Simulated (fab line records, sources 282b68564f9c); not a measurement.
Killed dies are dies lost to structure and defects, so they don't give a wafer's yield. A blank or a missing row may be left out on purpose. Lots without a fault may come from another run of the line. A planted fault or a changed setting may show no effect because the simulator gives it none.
fab line records | flow rit_cmos
record lots=6 wafers=18 last_day=6
route steps=202 shown NWELL@35 PWELL@39 WELLDRIVE@50 NRETRO@53 M1@202
lots that met no fault: from a run of the same line without faults
start_h: hours from the record's first day to the start of the lot's first wafer shown | wait_h: hours since the lot's step before | " the same as in the row above | L1.1+2: a row that stands for several wafers | - no value, or no start given | * or withheld: withheld | < > ~ a bound
route shown NAME@n: a module of which the file shows steps, and the number in the route of the first | usual: mean/standard deviation of fault-free wafers | same: alike in all rows | chamber/n: place in a boat | sites: the reading at each site | _std_site: their standard deviation | _edge_site: outer sites' mean less inner sites' | radius_mm: how far each site lies from the wafer's centre | mask NAME#n: copy n | behind: the tool/chamber that last shaped the wafer | hold: why the lot was held/for how many hours/how that ended | device: the transistor (n, p or np) that didn't switch | end of line: the same wafers' tests at the end of the route | a step without rows: its recipe alone | killed: dies lost to structure and defects at the first sort, not the wafer's yield | map: a wafer's dies, x killed, . not, _ none there
set.NAME: the setting as run; set.NAME@STEP: as run at that earlier step | model.NAME: the simulator's own value behind a step, which no gauge read
lots at some steps of the route; a table a step, a row a wafer
services: from which hour (start_h, from the record's first day; less than 0 if before it) a tool's chamber was out of use, for how many hours, and why
## steps
# step RIT_NWELL_HARDBAKE_07
# recipe resist=NOVOLAK temp_c=140 time_s=120
# step RIT_NWELL_IMPLANT_08
# recipe species=P energy_kev=171.3 dose_cm2=5e+13 tilt_deg=7
# step RIT_NWELL_STRIP_09
# recipe chemistry=O2 time_s=180 resist=NOVOLAK platen_temp_c=withheld power_w=500 pressure_mtorr=4000 o2_flow_sccm=4000
# usual chamber_pressure_mTorr=4000/3.5 drypump_motor_current_A=5.7/0.5
# same time_s=180
# columns lot.wafer tool chamber start_h wait_h chamber_pressure_mTorr drypump_motor_current_A rf_hours_counter_h
L351.2 plasma_asher-04 1 22.14 0.1 4004 5.4 21
L351.3 " 1 " " 3995 5.4 -
L351.6 " 1 " " 4005 5.4 -
L354.1 plasma_asher-01 0 36.72 0.1 3998 5.9 42
L354.3 " 1 " " 3997 4.9 -
L354.4 " 0 " " 4000 5.9 -
L363.2 plasma_asher-01 1 85.80 0.1 3999 4.9 48
L363.5 " 0 " " 4000 5.9 -
L363.6 " 1 " " 3996 4.9 -
L364.1 plasma_asher-02 1 85.92 0.1 4003 5.8 50
L364.3 " 0 " " 3998 6.5 -
L364.6 " 1 " " 4001 5.8 -
L366.2 plasma_asher-04 1 98.89 0.1 4000 5.4 27
L366.4 " 1 " " 4001 5.4 -
L366.5 " 0 " " 3997 5.6 -
L368.1 plasma_asher-04 1 111.41 0.1 4003 5.4 29
L368.5 " 0 " " 4002 5.6 -
L368.6 " 1 " " 4002 5.4 -
# step RIT_NWELL_TW_MEAS_10
# usual NWELL_TW=2142/9
# columns lot.wafer tool chamber start_h wait_h NWELL_TW
L351.2 film_metro-01 - 22.32 0.1 2158
L351.3 " - " " 2152
L351.6 " - " " 2162
L354.1 film_metro-01 - 36.89 0.1 2148
L354.3 " - " " 2152
L354.4 " - " " 2138
L363.2 film_metro-02 - 85.99 0.1 2123
L363.5 " - " " 2143
L363.6 " - " " 2134
L364.1 film_metro-04 - 86.09 0.1 2141
L364.3 " - " " 2133
L364.6 " - " " 2148
L366.2 film_metro-04 - 99.07 0.1 2150
L366.4 " - " " 2140
L366.5 " - " " 2149
L368.1 film_metro-04 - 111.59 0.1 2132
L368.5 " - " " 2145
L368.6 " - " " 2129
# step RIT_PWELL_HMDS_00
# recipe prime_time_s=60 prime_temp_c=140
# step RIT_PWELL_COAT_01
# recipe resist=NOVOLAK spin_rpm=2000 resist_thk_nm=1300
# step RIT_PWELL_SOFTBAKE_02
# recipe resist=NOVOLAK temp_c=90 time_s=60
# step RIT_PWELL_EXPOSE_03
# recipe mask_id=M3 na=0.57 target_cd_nm=43700 dose_mj=250
# step RIT_PWELL_PEB_04
# recipe resist=NOVOLAK temp_c=withheld time_s=withheld
# step RIT_PWELL_DEVELOP_05
# recipe resist=NOVOLAK develop_time_s=68 dev_temp_c=23
# step RIT_PWELL_OVL_MEAS_06
# usual PWELL_OVL=0.7/1.3
# columns lot.wafer tool chamber start_h wait_h PWELL_OVL[nm]
L351.2 overlay-02 - 23.38 - 1.3
L351.3 " - " " -1.8
L351.6 " - " " -0.5
L354.1 overlay-02 - 37.90 - 1.5
L354.3 " - " " 1.3
L354.4 " - " " 0.2
L363.2 overlay-02 - 87.00 - 0.3
L363.5 " - " " -0.3
L363.6 " - " " -0.6
L364.1 overlay-01 - 87.11 - 0.7
L364.3 " - " " 1.2
L364.6 " - " " 0.7
L366.2 overlay-02 - 100.20 - 1.7
L366.4 " - " " 0.3
L366.5 " - " " 2.2
L368.1 overlay-01 - 112.65 - -0.1
L368.5 " - " " 1.6
L368.6 " - " " 3.1
# step RIT_PWELL_HARDBAKE_07
# recipe resist=NOVOLAK temp_c=140 time_s=120
# step RIT_PWELL_IMPLANT_08
# recipe species=B energy_kev=170 dose_cm2=7e+13 tilt_deg=7
# usual dose_ions_cm2=7e+13/8.3e+10 faraday_current_uA=222/4.2 tilt_deg=6.997/0.021
# columns lot.wafer tool chamber start_h wait_h dose_ions_cm2 faraday_current_uA tilt_deg
L351.2 implanter-03 0 23.69 0.2 7.003e+13 218 7.003
L351.3 " 0 " " 6.999e+13 222 7.007
L351.6 " 0 " " 6.995e+13 219 7.013
L354.1 implanter-04 0 38.20 0.2 6.991e+13 227 7.004
L354.3 " 0 " " 7.001e+13 222 7.024
L354.4 " 0 " " 6.997e+13 225 7.026
L363.2 implanter-03 0 87.30 0.2 6.992e+13 221 6.995
L363.5 " 0 " " 6.99e+13 223 6.968
L363.6 " 0 " " 6.993e+13 225 6.978
L364.1 implanter-04 0 87.39 0.2 9.107e+13 287 6.981
L364.3 " 0 " " 9.107e+13 295 7.005
L364.6 " 0 " " 9.109e+13 280 6.985
L366.2 implanter-04 0 100.51 0.2 9.102e+13 289 6.960
L366.4 " 0 " " 9.102e+13 282 6.994
L366.5 " 0 " " 9.104e+13 288 7.024
L368.1 implanter-01 0 112.94 0.2 6.988e+13 223 6.986
L368.5 " 0 " " 7.002e+13 220 7.009
L368.6 " 0 " " 6.997e+13 221 7.005
# step RIT_PWELL_STRIP_09
# recipe chemistry=O2 time_s=180 resist=NOVOLAK platen_temp_c=withheld power_w=500 pressure_mtorr=4000 o2_flow_sccm=4000
# usual chamber_pressure_mTorr=4001/3.7 drypump_motor_current_A=5.54/0.3
# same time_s=180
# columns lot.wafer tool chamber start_h wait_h chamber_pressure_mTorr drypump_motor_current_A rf_hours_counter_h
L351.2 plasma_asher-04 0 23.82 0.1 4005 5.62 21
L351.3 " 0 " " 4008 5.62 -
L351.6 " 0 " " 4002 5.61 -
L354.1 plasma_asher-03 1 38.35 0.1 4002 5.60 30
L354.3 " 0 " " 3998 5.70 -
L354.4 " 1 " " 4004 5.58 -
L363.2 plasma_asher-01 1 87.43 0.1 4001 4.94 48
L363.5 " 0 " " 4004 5.87 -
L363.6 " 1 " " 3998 4.93 -
L364.1 plasma_asher-03 1 87.54 0.1 4003 5.67 34
L364.3 " 0 " " 4003 5.69 -
L364.6 " 1 " " 4005 5.59 -
L366.2 plasma_asher-04 1 100.63 0.1 3999 5.42 28
L366.4 " 0 " " 3999 5.61 -
L366.5 " 1 " " 4003 5.42 -
L368.1 plasma_asher-03 1 113.09 0.1 4003 5.61 37
L368.5 " 1 " " 3996 5.58 -
L368.6 " 0 " " 3999 5.70 -
# step RIT_PWELL_TW_MEAS_10
# usual PWELL_TW=952/4.9
# columns lot.wafer tool chamber start_h wait_h PWELL_TW
L351.2 film_metro-01 - 24.00 0.1 955
L351.3 " - " " 952
L351.6 " - " " 954
L354.1 film_metro-04 - 38.53 0.1 951
L354.3 " - " " 954
L354.4 " - " " 954
L363.2 film_metro-04 - 87.61 0.1 953
L363.5 " - " " 954
L363.6 " - " " 951
L364.1 film_metro-01 - 87.72 0.1 1038
L364.3 " - " " 1038
L364.6 " - " " 1032
L366.2 film_metro-01 - 100.82 0.1 1030
L366.4 " - " " 1032
L366.5 " - " " 1035
L368.1 film_metro-02 - 113.26 0.1 949
L368.5 " - " " 955
L368.6 " - " " 950
# step RIT_WELLDRIVE_ANNEAL_00
# recipe temp_c=1100 time_s=14700 ambient=N2
# step RIT_WELLDRIVE_RS_MEAS_01
# recipe thk_meas_gauge=four-point-probe
# usual NWELL_RS=275.1/0.73
# columns lot.wafer tool chamber start_h wait_h NWELL_RS[ohm/sq]
L351.2 film_metro-02 - 29.15 0.0 275.2
L351.3 " - " " 275.8
L351.6 " - " " 275.4
L354.1 film_metro-02 - 43.67 0.0 274.8
L354.3 " - " " 275.1
L354.4 " - " " 275.8
L363.2 film_metro-01 - 92.77 0.0 275.6
L363.5 " - " " 275.4
L363.6 " - " " 275.4
L364.1 film_metro-01 - 93.74 0.0 274.0
L364.3 " - " " 274.6
L364.6 " - " " 273.9
L366.2 film_metro-01 - 105.97 0.0 274.1
L366.4 " - " " 274.8
L366.5 " - " " 273.6
L368.1 film_metro-02 - 118.41 0.0 275.1
L368.5 " - " " 275.3
L368.6 " - " " 275.3
# step RIT_WELLDRIVE_RS_MEAS_02
# recipe thk_meas_gauge=four-point-probe
# usual PWELL_RS=429.1/1.1
# columns lot.wafer tool chamber start_h wait_h PWELL_RS[ohm/sq]
L351.2 film_metro-02 - 29.27 0.1 431.1
L351.3 " - " " 429.2
L351.6 " - " " 430.2
L354.1 film_metro-02 - 43.79 0.1 429.6
L354.3 " - " " 428.3
L354.4 " - " " 428.5
L363.2 film_metro-01 - 92.89 0.1 429.8
L363.5 " - " " 428.1
L363.6 " - " " 428.6
L364.1 film_metro-01 - 93.86 0.1 363.7
L364.3 " - " " 364.9
L364.6 " - " " 364.5
L366.2 film_metro-01 - 106.09 0.1 364.3
L366.4 " - " " 364.5
L366.5 " - " " 364.6
L368.1 film_metro-02 - 118.53 0.1 428.4
L368.5 " - " " 426.9
L368.6 " - " " 426.8
# step RIT_NRETRO_HMDS_00
# recipe prime_time_s=60 prime_temp_c=140
# step RIT_M1_PROBE_99
# usual killed_at_M0_to_M3=0.0/0.12 killed_at_contacts=0.1/0.29 killed_at_front_end=7/3 killed_dies=7/3 killed_open=3.2/2 killed_short=3.5/2.1
# same gross_dies=264 killed_at_M4_up=0 killed_at_back_side=0 killed_at_other=0
# columns lot.wafer tool chamber start_h wait_h killed_at_M0_to_M3 killed_at_contacts killed_at_front_end killed_dies killed_open killed_short model.etest.nmos_0p3.r_on_ohm_um model.etest.nmos_0p15.r_on_ohm_um model.etest.pwell_pinched.rs_ohm_sq model.etest.pwell.rs_ohm_sq model.etest.nmos_turned.drive_ua_um model.etest.nmos_0p15.drive_ua_um model.etest.nmos_narrow.drive_ua_um model.etest.nmos_0p3.drive_ua_um
L351.2 prober-02 - 57.61 0.1 0 0 3 3 1 2 2172 1161 454.2 419.9 305.7 457.4 217.7 221.3
L351.3 prober-02 - 57.66 0.2 0 0 9 9 7 2 2163 1142 462 420.5 314.2 469.5 220.3 223.3
L351.6 prober-02 - 57.81 0.2 0 0 8 8 0 8 2169 1181 462.6 422.8 310 449.2 223 227.2
L354.1 prober-01 - 76.49 0.1 0 0 6 6 2 4 2173 1154 461.6 413.3 319.9 451.1 220.8 221.5
L354.3 prober-01 - 76.59 0.2 0 0 2 2 1 1 2143 1143 462 413.7 324.7 454.1 225 224
L354.4 prober-01 - 76.64 0.2 1 0 4 5 1 4 2167 1140 456.2 409.1 315.3 448.4 219.5 218.7
L363.2 prober-02 - 125.39 0.1 0 0 8 8 3 5 2239 1193 462.5 414.3 295.4 454.1 215.5 217.5
L363.5 prober-02 - 125.54 0.2 0 2 6 8 2 6 2164 1144 464.4 417 310.9 470.1 222.8 224.4
L363.6 prober-02 - 125.59 0.2 0 0 7 7 4 3 2210 1166 463.1 416.4 308.2 460.4 220 219.4
L364.1 prober-01 - 126.13 0.1 0 0 6 6 1 5 2383 1216 387.5 354.5 260.5 408.8 184.6 187.3
L364.3 prober-01 - 126.23 0.2 0 0 9 9 8 1 2367 1214 392.5 353.5 264.5 421.8 190.1 192.8
L364.6 prober-01 - 126.38 0.2 0 0 9 9 4 5 2384 1195 386.6 350.6 269.9 421.6 186.3 190
L366.2 prober-01 - 135.00 0.1 0 0 2 2 1 1 2353 1174 385.6 348 269 434.4 196.7 196.4
L366.4 prober-01 - 135.10 0.2 0 0 2 2 1 1 2344 1192 385.6 347.9 268.6 421.4 194 192.2
L366.5 prober-01 - 135.15 0.2 0 0 6 6 1 5 2401 1209 379.3 344.9 258.8 415 194.3 192.5
L368.1 prober-01 - 147.40 0.1 0 0 4 4 2 2 2111 1115 446.9 409.3 342.5 472.4 234.9 233.6
L368.5 prober-01 - 147.60 0.2 0 0 11 11 2 9 2130 1132 443.7 404.6 329.6 463.8 231.7 231.6
L368.6 prober-01 - 147.65 0.2 0 0 4 4 1 3 2136 1136 457.2 408.4 323.8 463.2 229.5 228.9
# killed by level:class
L351.2 GATE:geometric_particle:short=1 SPACER:geometric_particle:short=1 SILICIDE:geometric_particle:open=1
L351.3 GATE:geometric_particle:open=4 FOX2:geometric_particle:short=1 FOX2:geometric_particle:open=1 GATE:geometric_particle:short=1 REOX:geometric_particle:open=1 SILICIDE:geometric_particle:open=1
L351.6 GATE:geometric_particle:short=3 FOX2:geometric_particle:short=2 REOX:geometric_particle:short=2 SILICIDE:geometric_particle:short=1
L354.1 SPACER:geometric_particle:short=3 GATE:geometric_particle:short=1 REOX:geometric_particle:open=1 SILICIDE:geometric_particle:open=1
L354.3 GATE:geometric_particle:short=1 GATE:geometric_particle:open=1
L354.4 FOX2:geometric_particle:short=2 GATE:geometric_particle:short=2 M1:geometric_particle:open=1
L363.2 GATE:geometric_particle:short=3 GATE:geometric_particle:open=1 REOX:geometric_particle:short=1 SPACER:geometric_particle:open=1 SILICIDE:geometric_particle:open=1 SILICIDE:geometric_particle:short=1
L363.5 FOX2:geometric_particle:short=1 GATE:geometric_particle:open=1 GATE:geometric_particle:short=1 REOX:geometric_particle:short=1 SPACER:geometric_particle:short=1 SILICIDE:geometric_particle:short=1 CONTACT:geometric_particle:open=1 CONTACT:geometric_particle:short=1
L363.6 FOX1:geometric_particle:open=1 GATE:geometric_particle:short=1 GATE:geometric_particle:open=1 SPACER:geometric_particle:open=1 SPACER:geometric_particle:short=1 SILICIDE:geometric_particle:open=1 SILICIDE:geometric_particle:short=1
L364.1 GATE:geometric_particle:short=3 FOX1:geometric_particle:open=1 FOX2:geometric_particle:short=1 SILICIDE:geometric_particle:short=1
L364.3 FOX1:geometric_particle:open=3 SILICIDE:geometric_particle:open=3 GATE:geometric_particle:open=2 SILICIDE:geometric_particle:short=1
L364.6 SILICIDE:geometric_particle:open=3 GATE:geometric_particle:short=2 FOX1:geometric_particle:short=1 FOX2:geometric_particle:short=1 GATE:geometric_particle:open=1 REOX:geometric_particle:short=1
L366.2 FOX1:geometric_particle:open=1 SPACER:geometric_particle:short=1
L366.4 GATE:geometric_particle:short=1 GATE:geometric_particle:open=1
L366.5 FOX1:geometric_particle:short=2 GATE:geometric_particle:short=2 FOX1:geometric_particle:open=1 SPACER:geometric_particle:short=1
L368.1 FOX1:geometric_particle:open=2 FOX1:geometric_particle:short=1 SPACER:geometric_particle:short=1
L368.5 FOX1:geometric_particle:short=3 GATE:geometric_particle:short=3 SPACER:geometric_particle:open=2 SPACER:geometric_particle:short=1 REOX:geometric_particle:short=1 SILICIDE:geometric_particle:short=1
L368.6 FOX1:geometric_particle:short=1 FOX2:geometric_particle:open=1 REOX:geometric_particle:short=1 SPACER:geometric_particle:short=1
## services
# columns tool chamber start_h hours kind
plasma_asher-04 - 28.62 1.2 repair
plasma_asher-01 - 29.62 2.8 pm
plasma_asher-04 - 53.58 5.2 repair
plasma_asher-03 - 56.99 10.5 repair
implanter-01 - 67.17 1.5 repair
plasma_asher-04 - 67.21 15.6 pm
implanter-01 - 70.49 13.5 repair
implanter-03 - 72.41 9.4 repair
plasma_asher-04 - 96.40 2.3 repair
implanter-04 - 103.32 1.2 repair
plasma_asher-02 - 108.75 9.0 pm
plasma_asher-02 0 108.75 9.0 vent_cycle
plasma_asher-02 1 108.75 9.0 vent_cycle
## key
first_sign step=RIT_PWELL_IMPLANT_08 reading=dose_ions_cm2 direction=up sigmas=99+ usual=7e+13 struck=9.105e+13
effect step=RIT_PWELL_IMPLANT_08 reading=faraday_current_uA direction=up sigmas=15 usual=222 struck=287
effect step=RIT_PWELL_TW_MEAS_10 reading=PWELL_TW direction=up sigmas=17 usual=952 struck=1034
effect step=RIT_WELLDRIVE_RS_MEAS_02 reading=PWELL_RS direction=down sigmas=58 usual=429.1 struck=364.4
model_effect step=RIT_M1_PROBE_99 value=etest.nmos_0p3.r_on_ohm_um without=2158 struck=2372
met_at RIT_PWELL_IMPLANT_08
struck_wafers L364.1,L364.3,L364.6,L366.2,L366.4,L366.5
tester_left_out L364,L366
onset_between 38.20 87.39
fault kind=process_parameter_drift tool=implanter-04 chamber=- onset_h=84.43 steps=RIT_PWELL_IMPLANT_08 channel=dose_cm2 offset=2.1e+13 shape=step end_h=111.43 acts_in=these_recipes_only stated=7e+13
# tester_left_out: of these lots the tester's yield and bins aren't shown, on N5 and GAA mostly nor the transistor test; their killed dies are dies lost to structure and defects alone, not to doping, threshold or leakage, so they don't give the yield
